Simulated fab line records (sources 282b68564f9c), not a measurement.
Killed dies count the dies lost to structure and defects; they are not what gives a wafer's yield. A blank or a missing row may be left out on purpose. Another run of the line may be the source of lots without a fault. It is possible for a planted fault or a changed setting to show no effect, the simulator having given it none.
fab line records	flow rit-cmos
[record] lots = 5	wafers = 23
route steps=202 shown ACTIVE@2 FOX1@20 FOX2@23 NWELL@36 PWELL@41 WELLDRIVE@50 NRETRO@54 PRETRO@65 GATE@81
start-h: the number of hours between the record's first day and the start of the first shown wafer of the lot	wait-h: how many hours have passed since the lot's step before this one	" unchanged from the row above	L1.1+2: one row covering several wafers at once	- no value, or no start given	* or withheld: withheld	< > ~ a bound
route shown NAME@n: names a module that has steps shown in the file, with the first one's number in the route	usual: mean and standard deviation over wafers with no fault	same: alike in all rows	chamber/n: place in a boat	sites: the reading at each site	_std_site: their standard deviation	_edge_site: outer sites' mean less inner sites'	radius-mm: how far each site lies from the wafer's centre	mask NAME#n: copy n	behind: the most recent tool/chamber to have shaped the wafer	hold: what put the lot on hold/how long, in hours/how the hold closed	device: the n, p or np transistor that did not switch	end of line: at the end of the route, the tests of the same wafers	a step without rows: its recipe alone	killed: the dies lost at the first sort to structure and to defects; this is not the yield of the wafer	map: a wafer's dies, marking killed ones x, the rest . and places with no die _
set.NAME: the setting as run; set.NAME@STEP: as run at that earlier step	model.NAME: the simulator's own value behind a step, which no gauge read
lots with deliberately changed settings; one table per step, one row per wafer
[[steps]]
[step RIT_ACTIVE_OXIDATION_01]
[recipe] temp-c = 1000	ambient = O2	target-thk-a = 468	ox-time-s = 3360
lot.wafer	tool	chamber	start-h	wait-h	set.temp-c	model.SiO2_of_ACTIVE_OXIDATION_01.thk-nm
L076.1	furnace-01	0	21.08	1.1	1000	46.67
L076.3	"	0	"	"	1000	46.71
L076.4	"	0	"	"	1000	46.94
L077.2	-	-	-	0.7	1019	56.93
L077.3	"	-	"	"	1019	56.78
L077.4	"	-	"	"	1019	56.37
L077.5	"	-	"	"	1019	56.68
L077.6	"	-	"	"	1019	57.33
L078.2	-	-	-	0.2	1000	46.65
L078.3+4	"	-	"	"	1000	46.59
L078.5	"	-	"	"	1000	46.15
L078.6	"	-	"	"	1000	46.05
L079.1	-	-	-	0.6	1020	56.77
L079.3	"	-	"	"	1020	55.94
L079.4	"	-	"	"	1020	55.9
L079.5	"	-	"	"	1020	56.97
L079.6	"	-	"	"	1020	56.41
L082.1	-	-	-	0.7	982.9	39.09
L082.3	"	-	"	"	982.9	39.03
L082.4	"	-	"	"	982.9	39.82
L082.5	"	-	"	"	982.9	39.76
L082.6	"	-	"	"	982.9	39.9
[step RIT_ACTIVE_THK_MEAS_02]
[recipe] reads = SiO2_of_ACTIVE_OXIDATION_01
[usual] ACTIVE_OXIDE_THK = 46.9/0.74
lot.wafer	tool	chamber	start-h	wait-h	set.temp-c@ACTIVE_OXIDATION_01	ACTIVE_OXIDE_THK[nm]
L076.1	film-metro-02	-	23.01	0.0	1000	46.7
L076.3	"	-	"	"	1000	46.7
L076.4	"	-	"	"	1000	47.0
L077.2	film-metro-02	-	-	-	1019	56.9
L077.3	"	-	"	"	1019	56.8
L077.4	"	-	"	"	1019	56.3
L077.5	"	-	"	"	1019	56.7
L077.6	"	-	"	"	1019	57.3
L078.2	film-metro-02	-	-	-	1000	46.6
L078.3	"	-	"	"	1000	46.6
L078.4	"	-	"	"	1000	46.6
L078.5	"	-	"	"	1000	46.2
L078.6	"	-	"	"	1000	46.0
L079.1	film-metro-03	-	-	-	1020	56.7
L079.3	"	-	"	"	1020	55.9
L079.4	"	-	"	"	1020	55.9
L079.5	"	-	"	"	1020	57.0
L079.6	"	-	"	"	1020	56.4
L082.1	film-metro-02	-	-	-	982.9	39.1
L082.3	"	-	"	"	982.9	39.0
L082.4	"	-	"	"	982.9	39.8
L082.5	"	-	"	"	982.9	39.7
L082.6	"	-	"	"	982.9	39.9
[step RIT_ACTIVE_COAT_06]
[recipe] resist = NOVOLAK	spin-rpm = 3250	resist-thk-nm = 1000
lot.wafer	tool	chamber	start-h	wait-h	set.spin-rpm
L076.1+3+4	litho-track-03	0	24.70	0.1	3250
L077.2+3+4+5+6	litho-track-04	0	30.08	0.1	3250
L078.2+3+6	litho-track-04	0	34.55	0.1	3250
L078.4+5	"	0	"	"	3314
L079.1+3+4+5+6	litho-track-04	0	39.27	0.1	3250
L082.1+3+4+5+6	litho-track-04	0	54.85	0.1	3250
[step RIT_ACTIVE_SOFTBAKE_07]
[recipe] resist = NOVOLAK	temp-c = 90	time-s = 60
[step RIT_ACTIVE_EXPOSE_08]
[recipe] mask-id = M1	na = 0.6	source-shape = conventional	sigma-outer = 0.6	target-cd-nm = 1400	dose-mj = 225
[step RIT_ACTIVE_HARDBAKE_12]
[recipe] resist = NOVOLAK	temp-c = 140	time-s = 60
[step RIT_ACTIVE_ETCH_13]
[recipe] stop-on = SiO2	chemistry = SF6	target = Si3N4	time-s = 210	over-etch-frac = 0.4	SF6_flow_sccm = 200	pressure-mtorr = 260	rf-w = 125	target-depth-a = 2100
lot.wafer	tool	chamber	start-h	wait-h	set.temp-c@ACTIVE_OXIDATION_01	model.SiO2_of_ACTIVE_OXIDATION_01.thk-nm
L076.1	rie-diel-04	0	25.79	0.1	1000	45.86
L076.3	"	3	"	"	1000	46.11
L076.4	"	2	"	"	1000	46.94
L077.2	rie-diel-04	3	31.49	0.1	1019	56.33
L077.3	"	0	"	"	1019	55.97
L077.4	"	1	"	"	1019	56.16
L077.5	"	0	"	"	1019	55.88
L077.6	"	3	"	"	1019	56.73
L078.2	rie-diel-01	2	35.50	0.1	1000	46.65
L078.3	"	1	"	"	1000	45.14
L078.4	"	3	"	"	1000	44.26
L078.5	"	2	"	"	1000	46.15
L078.6	"	1	"	"	1000	44.6
L079.1	rie-diel-04	0	40.36	0.1	1020	55.96
L079.3	"	3	"	"	1020	55.33
L079.4	"	2	"	"	1020	55.9
L079.5	"	0	"	"	1020	56.16
L079.6	"	1	"	"	1020	56.19
L082.1	rie-diel-04	0	55.94	0.1	982.9	38.29
L082.3	"	3	"	"	982.9	38.42
L082.4	"	0	"	"	982.9	39.03
L082.5	"	3	"	"	982.9	39.15
L082.6	"	2	"	"	982.9	39.9
[step RIT_FOX1_OXIDATION_00]
[recipe] temp-c = 1100	ambient = H2O	target-thk-a = 3507	p-h2o-torr = 720	ox-time-s = 1130
lot.wafer	tool	chamber	start-h	wait-h	set.ox-time-s	model.SiO2_of_FOX1_OXIDATION_00.thk-nm
L076.1	furnace-03	0	26.59	0.0	1130	353.8
L076.3	"	0	"	"	1130	348.2
L076.4	"	0	"	"	1130	346.9
L077.2	-	-	-	0.0	1293	380.1
L077.3	"	-	"	"	1293	376
L077.4	"	-	"	"	1293	377.9
L077.5	"	-	"	"	1293	381.3
L077.6	"	-	"	"	1293	379.9
L078.2	-	-	-	1.4	1020	328.9
L078.3	"	-	"	"	1020	330.7
L078.4	"	-	"	"	1020	338.5
L078.5	"	-	"	"	1020	325.2
L078.6	"	-	"	"	1020	332.5
L079.1	-	-	-	0.0	998.5	321.6
L079.3	"	-	"	"	998.5	321.5
L079.4	"	-	"	"	998.5	319.7
L079.5	"	-	"	"	998.5	322.7
L079.6	"	-	"	"	998.5	325
L082.1	-	-	-	0.3	1130	355.6
L082.3	"	-	"	"	1130	355.7
L082.4	"	-	"	"	1130	352.5
L082.5	"	-	"	"	1130	358
L082.6	"	-	"	"	1130	347.7
[step RIT_FOX1_THK_MEAS_01]
[recipe] reads = SiO2_of_FOX1_OXIDATION_00
[usual] FOX1_OXIDE_THK = 351/5.4
lot.wafer	tool	chamber	start-h	wait-h	set.ox-time-s@FOX1_OXIDATION_00	FOX1_OXIDE_THK[nm]
L076.1	film-metro-03	-	27.90	0.0	1130	354
L076.3	"	-	"	"	1130	348
L076.4	"	-	"	"	1130	347
L077.2	film-metro-01	-	-	-	1293	380
L077.3	"	-	"	"	1293	376
L077.4	"	-	"	"	1293	378
L077.5	"	-	"	"	1293	381
L077.6	"	-	"	"	1293	380
L078.2	film-metro-01	-	-	-	1020	329
L078.3	"	-	"	"	1020	331
L078.4	"	-	"	"	1020	338
L078.5	"	-	"	"	1020	325
L078.6	"	-	"	"	1020	332
L079.1	film-metro-03	-	-	-	998.5	322
L079.3	"	-	"	"	998.5	322
L079.4	"	-	"	"	998.5	320
L079.5	"	-	"	"	998.5	323
L079.6	"	-	"	"	998.5	325
L082.1	film-metro-01	-	-	-	1130	356
L082.3	"	-	"	"	1130	356
L082.4	"	-	"	"	1130	353
L082.5	"	-	"	"	1130	358
L082.6	"	-	"	"	1130	348
[step RIT_FOX1_WET_ETCH_02]
[recipe] chemistry = BOE	target-depth-nm = 350	time-s = 390	temp-c = 21.5	dry = n2-spin	dilution = 10:1	target = SiO2
[step RIT_FOX2_OXIDATION_00]
[recipe] temp-c = 1100	ambient = H2O	target-thk-a = 3507	p-h2o-torr = 720	ox-time-s = 1130
[step RIT_FOX2_CLEAN_02]
[recipe] chemistry = dHF	dilution = 50:1	time-s = 180
[step RIT_FOX2_WET_ETCH_03]
[recipe] chemistry = H3PO4	target = Si3N4	target-depth-nm = 195	temp-c = 165	time-s = 2700
lot.wafer	tool	chamber	start-h	wait-h	set.temp-c@ACTIVE_OXIDATION_01	model.SiO2_of_ACTIVE_OXIDATION_01.thk-nm
L076.1	wet-bench-03	1	29.52	0.0	1000	40.76
L076.3	"	1	"	"	1000	40.97
L076.4	"	1	"	"	1000	41.69
L077.2	wet-bench-03	3	35.76	0.0	1019	50.37
L077.3	"	3	"	"	1019	50.03
L077.4	"	3	"	"	1019	50.2
L077.5	"	3	"	"	1019	49.93
L077.6	"	3	"	"	1019	50.68
L078.2	wet-bench-04	3	40.61	0.0	1000	41.52
L078.3	"	3	"	"	1000	40.15
L078.4	"	3	"	"	1000	39.36
L078.5	"	3	"	"	1000	41.06
L078.6	"	3	"	"	1000	39.68
L079.1	wet-bench-03	2	44.08	0.0	1020	49.54
L079.3	"	2	"	"	1020	49.01
L079.4	"	2	"	"	1020	49.48
L079.5	"	2	"	"	1020	49.75
L079.6	"	2	"	"	1020	49.73
L082.1	wet-bench-03	2	60.19	0.0	982.9	33.94
L082.3	"	2	"	"	982.9	34.04
L082.4	"	2	"	"	982.9	34.58
L082.5	"	2	"	"	982.9	34.71
L082.6	"	2	"	"	982.9	35.33
[step RIT_NWELL_IMPLANT_08]
[recipe] species = P	energy-kev = 170	dose-cm2 = 5e+13	tilt-deg = 7
lot.wafer	tool	chamber	start-h	wait-h	set.dose-cm2
L076.1+3+4	implanter-01	0	31.79	0.2	5e+13
L077.2+5	implanter-01	0	37.90	0.2	5.178e+13
L077.3+4+6	"	0	"	"	5e+13
L078.2+4+6	implanter-03	0	42.62	0.2	5e+13
L078.3+5	"	0	"	"	5.28e+13
L079.1+3+6	implanter-01	0	46.26	0.2	5e+13
L079.4+5	"	0	"	"	4.794e+13
L082.1+5	implanter-03	0	62.18	0.2	5.339e+13
L082.3+4+6	"	0	"	"	5e+13
[step RIT_NWELL_STRIP_09]
[recipe] chemistry = O2	time-s = 180	resist = NOVOLAK	platen-temp-c = withheld	power-w = 500	pressure-mtorr = 4000	o2-flow-sccm = 4000
[step RIT_NWELL_TW_MEAS_10]
[usual] NWELL_TW = 2154/9.6
lot.wafer	tool	chamber	start-h	wait-h	set.dose-cm2@NWELL_IMPLANT_08	NWELL_TW
L076.1	film-metro-01	-	32.12	0.1	5e+13	2142
L076.3	"	-	"	"	5e+13	2148
L076.4	"	-	"	"	5e+13	2150
L077.2	film-metro-02	-	38.21	0.1	5.178e+13	2168
L077.3	"	-	"	"	5e+13	2138
L077.4	"	-	"	"	5e+13	2138
L077.5	"	-	"	"	5.178e+13	2165
L077.6	"	-	"	"	5e+13	2146
L078.2	film-metro-03	-	42.93	0.1	5e+13	2143
L078.3	"	-	"	"	5.28e+13	2179
L078.4	"	-	"	"	5e+13	2144
L078.5	"	-	"	"	5.28e+13	2180
L078.6	"	-	"	"	5e+13	2148
L079.1	film-metro-03	-	46.59	0.1	5e+13	2147
L079.3	"	-	"	"	5e+13	2160
L079.4	"	-	"	"	4.794e+13	2114
L079.5	"	-	"	"	4.794e+13	2121
L079.6	"	-	"	"	5e+13	2154
L082.1	film-metro-01	-	62.50	0.1	5.339e+13	2204
L082.3	"	-	"	"	5e+13	2165
L082.4	"	-	"	"	5e+13	2173
L082.5	"	-	"	"	5.339e+13	2219
L082.6	"	-	"	"	5e+13	2158
[step RIT_PWELL_SOFTBAKE_02]
[recipe] resist = NOVOLAK	temp-c = 90	time-s = 60
lot.wafer	tool	chamber	start-h	wait-h	set.temp-c
L076.1+3+4	litho-track-03	0	32.48	0.1	90
L077.2+3+6	litho-track-04	0	38.58	0.1	90
L077.4+5	"	0	"	"	92.61
L078.2+5	litho-track-03	0	43.30	0.1	93.34
L078.3+4+6	"	0	"	"	90
L079.1+3+4+5+6	litho-track-03	0	47.01	0.1	90
L082.1+4+5	litho-track-01	0	62.86	0.1	87.37
L082.3+6	"	0	"	"	90
[step RIT_PWELL_EXPOSE_03]
[recipe] mask-id = M3	na = 0.57	target-cd-nm = 43700	dose-mj = 250
[step RIT_PWELL_PEB_04]
[recipe] resist = NOVOLAK	temp-c = withheld	time-s = withheld
[step RIT_PWELL_DEVELOP_05]
[recipe] resist = NOVOLAK	develop-time-s = 68	dev-temp-c = 23
lot.wafer	tool	chamber	start-h	wait-h	set.temp-c@PWELL_SOFTBAKE_02	model.NOVOLAK_of_PWELL_COAT_01.thk-nm
L076.1	litho-track-03	0	-	-	90	1299
L076.3	"	0	"	"	90	1298
L076.4	"	0	"	"	90	1296
L077.2+3	litho-track-01	0	-	-	90	1306
L077.4	"	0	"	"	92.61	1294
L077.5	"	0	"	"	92.61	1295
L077.6	"	0	"	"	90	1307
L078.2	litho-track-03	0	-	-	93.34	1293
L078.3	"	0	"	"	90	1306
L078.4	"	0	"	"	90	1305
L078.5	"	0	"	"	93.34	1297
L078.6	"	0	"	"	90	1304
L079.1	litho-track-04	0	-	-	90	1302
L079.3	"	0	"	"	90	1298
L079.4	"	0	"	"	90	1300
L079.5+6	"	0	"	"	90	1301
L082.1	litho-track-03	0	-	-	87.37	1309
L082.3	"	0	"	"	90	1297
L082.4	"	0	"	"	87.37	1307
L082.5	"	0	"	"	87.37	1304
L082.6	"	0	"	"	90	1301
[step RIT_PWELL_STRIP_09]
[recipe] chemistry = O2	time-s = 180	resist = NOVOLAK	platen-temp-c = withheld	power-w = 500	pressure-mtorr = 4000	o2-flow-sccm = 4000
lot.wafer	tool	chamber	start-h	wait-h	set.o2-flow-sccm
L076.1+3+4	plasma-asher-03	0,0,1	33.71	0.1	4000
L077.2+3+4+5+6	plasma-asher-02	1,0,1,0,1	39.70	0.1	4000
L078.2+5+6	plasma-asher-03	1,0,1	44.36	0.1	4481
L078.3+4	"	0,1	"	"	4000
L079.1+3+4+5+6	plasma-asher-03	0,0,1,1,0	48.16	0.1	4000
L082.1+5+6	plasma-asher-02	1,1,0	64.00	0.1	4350
L082.3+4	"	1,0	"	"	4000
[step RIT_WELLDRIVE_ANNEAL_00]
[recipe] temp-c = 1100	time-s = 14700	ambient = N2
[step RIT_WELLDRIVE_RS_MEAS_01]
[recipe] thk-meas-gauge = four-point-probe
[usual] NWELL_RS = 275.5/0.66
lot.wafer	tool	chamber	start-h	wait-h	set.dose-cm2@NWELL_IMPLANT_08	NWELL_RS[ohm/sq]
L076.1	film-metro-02	-	39.03	0.0	5e+13	275.3
L076.3	"	-	"	"	5e+13	274.9
L076.4	"	-	"	"	5e+13	275.2
L077.2	film-metro-01	-	45.04	0.0	5.178e+13	270.2
L077.3	"	-	"	"	5e+13	275.2
L077.4	"	-	"	"	5e+13	275.8
L077.5	"	-	"	"	5.178e+13	270.0
L077.6	"	-	"	"	5e+13	275.2
L078.2	film-metro-01	-	49.70	0.0	5e+13	275.6
L078.3	"	-	"	"	5.28e+13	266.3
L078.4	"	-	"	"	5e+13	275.0
L078.5	"	-	"	"	5.28e+13	265.6
L078.6	"	-	"	"	5e+13	275.7
L079.1	film-metro-01	-	53.47	0.0	5e+13	274.6
L079.3	"	-	"	"	5e+13	273.8
L079.4	"	-	"	"	4.794e+13	281.7
L079.5	"	-	"	"	4.794e+13	282.4
L079.6	"	-	"	"	5e+13	274.0
L082.1	film-metro-03	-	69.32	0.0	5.339e+13	263.9
L082.3	"	-	"	"	5e+13	275.2
L082.4	"	-	"	"	5e+13	274.9
L082.5	"	-	"	"	5.339e+13	264.6
L082.6	"	-	"	"	5e+13	275.9
[step RIT_NRETRO_COAT_01]
[recipe] resist = NOVOLAK	spin-rpm = 2000	resist-thk-nm = 1300
lot.wafer	tool	chamber	start-h	wait-h	set.resist-thk-nm	model.NOVOLAK_of_NRETRO_COAT_01.thk-nm
L076.1	litho-track-02	0	39.42	0.1	1300	1296
L076.3	"	0	"	"	1300	1295
L076.4	"	0	"	"	1300	1292
L077.2	litho-track-04	0	45.43	0.1	1349	1347
L077.3	"	0	"	"	1300	1295
L077.4	"	0	"	"	1300	1296
L077.5	"	0	"	"	1300	1299
L077.6	"	0	"	"	1349	1345
L078.2+3	litho-track-02	0	50.10	0.1	1300	1300
L078.4	"	0	"	"	1300	1299
L078.5	"	0	"	"	1300	1297
L078.6	"	0	"	"	1300	1298
L079.1+6	litho-track-04	0	53.86	0.1	1229	1227
L079.3	"	0	"	"	1300	1299
L079.4	"	0	"	"	1300	1305
L079.5	"	0	"	"	1229	1229
L082.1	litho-track-02	0	69.86	0.1	1363	1362
L082.3+4	"	0	"	"	1363	1361
L082.5	"	0	"	"	1300	1300
L082.6	"	0	"	"	1300	1296
[step RIT_NRETRO_SOFTBAKE_02]
[recipe] resist = NOVOLAK	temp-c = 90	time-s = 60
[step RIT_NRETRO_EXPOSE_03]
[recipe] mask-id = M4	na = 0.57	target-cd-nm = 43900	dose-mj = 250
[step RIT_NRETRO_DEVELOP_05]
[recipe] resist = NOVOLAK	develop-time-s = 68	dev-temp-c = 23
[step RIT_NRETRO_HARDBAKE_07]
[recipe] resist = NOVOLAK	temp-c = 140	time-s = 120
lot.wafer	tool	chamber	start-h	wait-h	set.resist-thk-nm@NRETRO_COAT_01	model.NOVOLAK_of_NRETRO_COAT_01.thk-nm
L076.1	litho-track-04	0	40.18	0.0	1300	1133
L076.3	"	0	"	"	1300	1132
L076.4	"	0	"	"	1300	1130
L077.2	litho-track-02	0	46.35	0.1	1349	1177
L077.3	"	0	"	"	1300	1132
L077.4	"	0	"	"	1300	1133
L077.5	"	0	"	"	1300	1136
L077.6	"	0	"	"	1349	1176
L078.2+3	litho-track-02	0	50.88	0.1	1300	1137
L078.4	"	0	"	"	1300	1136
L078.5	"	0	"	"	1300	1134
L078.6	"	0	"	"	1300	1135
L079.1+6	litho-track-02	0	54.75	0.0	1229	1074
L079.3	"	0	"	"	1300	1136
L079.4	"	0	"	"	1300	1141
L079.5	"	0	"	"	1229	1076
L082.1+4	litho-track-04	0	70.63	0.0	1363	1190
L082.3	"	0	"	"	1363	1189
L082.5	"	0	"	"	1300	1136
L082.6	"	0	"	"	1300	1133
[step RIT_PRETRO_COAT_01]
[recipe] resist = NOVOLAK	spin-rpm = 2000	resist-thk-nm = 1300
lot.wafer	tool	chamber	start-h	wait-h	set.resist-thk-nm	model.NOVOLAK_of_PRETRO_COAT_01.thk-nm
L076.1	litho-track-04	0	40.97	0.1	1300	1303
L076.3	"	0	"	"	1300	1299
L076.4	"	0	"	"	1300	1302
L077.2	litho-track-02	0	47.12	0.1	1300	1300
L077.3+6	"	0	"	"	1300	1302
L077.4+5	"	0	"	"	1300	1301
L078.2	litho-track-02	0	51.65	0.1	1300	1296
L078.3	"	0	"	"	1300	1300
L078.4	"	0	"	"	1353	1352
L078.5	"	0	"	"	1353	1347
L078.6	"	0	"	"	1353	1354
L079.1	litho-track-03	0	55.54	0.1	1376	1381
L079.3	"	0	"	"	1300	1300
L079.4	"	0	"	"	1376	1378
L079.5+6	"	0	"	"	1300	1302
L082.1	litho-track-04	0	71.41	0.1	1300	1304
L082.3+4	"	0	"	"	1365	1368
L082.5	"	0	"	"	1365	1363
L082.6	"	0	"	"	1300	1303
[step RIT_PRETRO_SOFTBAKE_02]
[recipe] resist = NOVOLAK	temp-c = 90	time-s = 60
[step RIT_PRETRO_EXPOSE_03]
[recipe] mask-id = M5	na = 0.57	target-cd-nm = 43700	dose-mj = 250
[step RIT_PRETRO_DEVELOP_05]
[recipe] resist = NOVOLAK	develop-time-s = 68	dev-temp-c = 23
[step RIT_PRETRO_HARDBAKE_07]
[recipe] resist = NOVOLAK	temp-c = 140	time-s = 120
lot.wafer	tool	chamber	start-h	wait-h	set.resist-thk-nm@PRETRO_COAT_01	model.NOVOLAK_of_PRETRO_COAT_01.thk-nm
L076.1	litho-track-04	0	41.98	0.0	1300	1139
L076.3	"	0	"	"	1300	1136
L076.4	"	0	"	"	1300	1138
L077.2	litho-track-04	0	48.02	0.1	1300	1136
L077.3	"	0	"	"	1300	1139
L077.4+5+6	"	0	"	"	1300	1138
L078.2	litho-track-02	0	52.64	0.1	1300	1133
L078.3	"	0	"	"	1300	1137
L078.4	"	0	"	"	1353	1182
L078.5	"	0	"	"	1353	1178
L078.6	"	0	"	"	1353	1183
L079.1	litho-track-04	0	56.31	0.0	1376	1206
L079.3	"	0	"	"	1300	1137
L079.4	"	0	"	"	1376	1204
L079.5	"	0	"	"	1300	1138
L079.6	"	0	"	"	1300	1139
L082.1+6	litho-track-02	0	72.18	0.0	1300	1140
L082.3+4	"	0	"	"	1365	1195
L082.5	"	0	"	"	1365	1191
[step RIT_GATE_OXIDATION_05]
[recipe] temp-c = 900	ambient = O2	target-thk-a = 30	ox-time-s = 270
lot.wafer	tool	chamber	start-h	wait-h	set.ox-time-s	model.SiO2_of_GATE_OXIDATION_05.thk-nm
L076.1	furnace-04	0	43.09	0.1	270	3.009
L076.3	"	0	"	"	270	3.09
L076.4	"	0	"	"	270	3.073
L077.2	-	-	-	0.6	237.6	2.7
L077.3	"	-	"	"	237.6	2.752
L077.4	"	-	"	"	237.6	2.687
L077.5	"	-	"	"	237.6	2.717
L077.6	"	-	"	"	237.6	2.71
L078.2	-	-	-	0.0	230.7	2.659
L078.3	"	-	"	"	230.7	2.705
L078.4	"	-	"	"	230.7	2.713
L078.5	"	-	"	"	230.7	2.73
L078.6	"	-	"	"	230.7	2.7
L079.1	-	-	-	0.1	294.8	3.216
L079.3	"	-	"	"	294.8	3.192
L079.4	"	-	"	"	294.8	3.191
L079.5	"	-	"	"	294.8	3.183
L079.6	"	-	"	"	294.8	3.154
L082.1+4	-	-	-	0.2	270	2.986
L082.3	"	-	"	"	270	2.967
L082.5	"	-	"	"	270	3
L082.6	"	-	"	"	270	2.995
[step RIT_GATE_ANNEAL_06]
[recipe] temp-c = 900	time-s = 600	ambient = N2O
[step RIT_GATE_THK_MEAS_07]
[recipe] reads = SiO2_of_GATE_OXIDATION_05
[usual] GATE_OXIDE_THK = 3.02/0.06
lot.wafer	tool	chamber	start-h	wait-h	set.ox-time-s@GATE_OXIDATION_05	GATE_OXIDE_THK[nm]
L076.1	film-metro-01	-	44.42	0.0	270	3.06
L076.3	"	-	"	"	270	3.12
L076.4	"	-	"	"	270	3.10
L077.2	film-metro-04	-	52.68	0.0	237.6	2.74
L077.3	"	-	"	"	237.6	2.77
L077.4	"	-	"	"	237.6	2.68
L077.5	"	-	"	"	237.6	2.76
L077.6	"	-	"	"	237.6	2.72
L078.2	film-metro-04	-	55.06	0.0	230.7	2.66
L078.3	"	-	"	"	230.7	2.75
L078.4	"	-	"	"	230.7	2.75
L078.5	"	-	"	"	230.7	2.71
L078.6	"	-	"	"	230.7	2.73
L079.1	film-metro-04	-	58.76	0.0	294.8	3.20
L079.3	"	-	"	"	294.8	3.18
L079.4	"	-	"	"	294.8	3.26
L079.5	"	-	"	"	294.8	3.17
L079.6	"	-	"	"	294.8	3.14
L082.1	film-metro-01	-	74.82	0.0	270	3.01
L082.3	"	-	"	"	270	2.98
L082.4	"	-	"	"	270	2.99
L082.5	"	-	"	"	270	3.00
L082.6	"	-	"	"	270	3.00
[[key]]
[split] step = RIT_ACTIVE_OXIDATION_01	setting = temp-c	stated = 1000	by = lot
[response] step = RIT_ACTIVE_OXIDATION_01	reading = model.SiO2_of_ACTIVE_OXIDATION_01.thk-nm	change = +4.74	per = 1%	r = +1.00
[response] step = RIT_ACTIVE_THK_MEAS_02	reading = ACTIVE_OXIDE_THK	change = +4.74	per = 1%	r = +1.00
[response] step = RIT_ACTIVE_ETCH_13	reading = model.SiO2_of_ACTIVE_OXIDATION_01.thk-nm	change = +4.77	per = 1%	r = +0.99
[response] step = RIT_FOX2_WET_ETCH_03	reading = model.SiO2_of_ACTIVE_OXIDATION_01.thk-nm	change = +4.27	per = 1%	r = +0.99
[split] step = RIT_ACTIVE_COAT_06	setting = spin-rpm	stated = 3250	by = wafer
response none clear
[split] step = RIT_FOX1_OXIDATION_00	setting = ox-time-s	stated = 1130	by = lot
[response] step = RIT_FOX1_OXIDATION_00	reading = model.SiO2_of_FOX1_OXIDATION_00.thk-nm	change = +2.12	per = 1%	r = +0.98
[response] step = RIT_FOX1_THK_MEAS_01	reading = FOX1_OXIDE_THK	change = +2.12	per = 1%	r = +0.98
[split] step = RIT_NWELL_IMPLANT_08	setting = dose-cm2	stated = 5e+13	by = wafer
[response] step = RIT_NWELL_TW_MEAS_10	reading = NWELL_TW	change = +6.98	per = 1%	r = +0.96
[response] step = RIT_WELLDRIVE_RS_MEAS_01	reading = NWELL_RS	change = -1.68	per = 1%	r = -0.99
[split] step = RIT_PWELL_SOFTBAKE_02	setting = temp-c	stated = 90	by = wafer
[response] step = RIT_PWELL_DEVELOP_05	reading = model.NOVOLAK_of_PWELL_COAT_01.thk-nm	change = -3.01	per = 1%	r = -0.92
[split] step = RIT_PWELL_STRIP_09	setting = o2-flow-sccm	stated = 4000	by = wafer
response none clear
[split] step = RIT_NRETRO_COAT_01	setting = resist-thk-nm	stated = 1300	by = wafer
[response] step = RIT_NRETRO_COAT_01	reading = model.NOVOLAK_of_NRETRO_COAT_01.thk-nm	change = +13.3	per = 1%	r = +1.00
[response] step = RIT_NRETRO_HARDBAKE_07	reading = model.NOVOLAK_of_NRETRO_COAT_01.thk-nm	change = +11.5	per = 1%	r = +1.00
[split] step = RIT_PRETRO_COAT_01	setting = resist-thk-nm	stated = 1300	by = wafer
[response] step = RIT_PRETRO_COAT_01	reading = model.NOVOLAK_of_PRETRO_COAT_01.thk-nm	change = +13	per = 1%	r = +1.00
[response] step = RIT_PRETRO_HARDBAKE_07	reading = model.NOVOLAK_of_PRETRO_COAT_01.thk-nm	change = +11.2	per = 1%	r = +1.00
[split] step = RIT_GATE_OXIDATION_05	setting = ox-time-s	stated = 270	by = lot
[response] step = RIT_GATE_OXIDATION_05	reading = model.SiO2_of_GATE_OXIDATION_05.thk-nm	change = +0.0216	per = 1%	r = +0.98
[response] step = RIT_GATE_THK_MEAS_07	reading = GATE_OXIDE_THK	change = +0.0211	per = 1%	r = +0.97
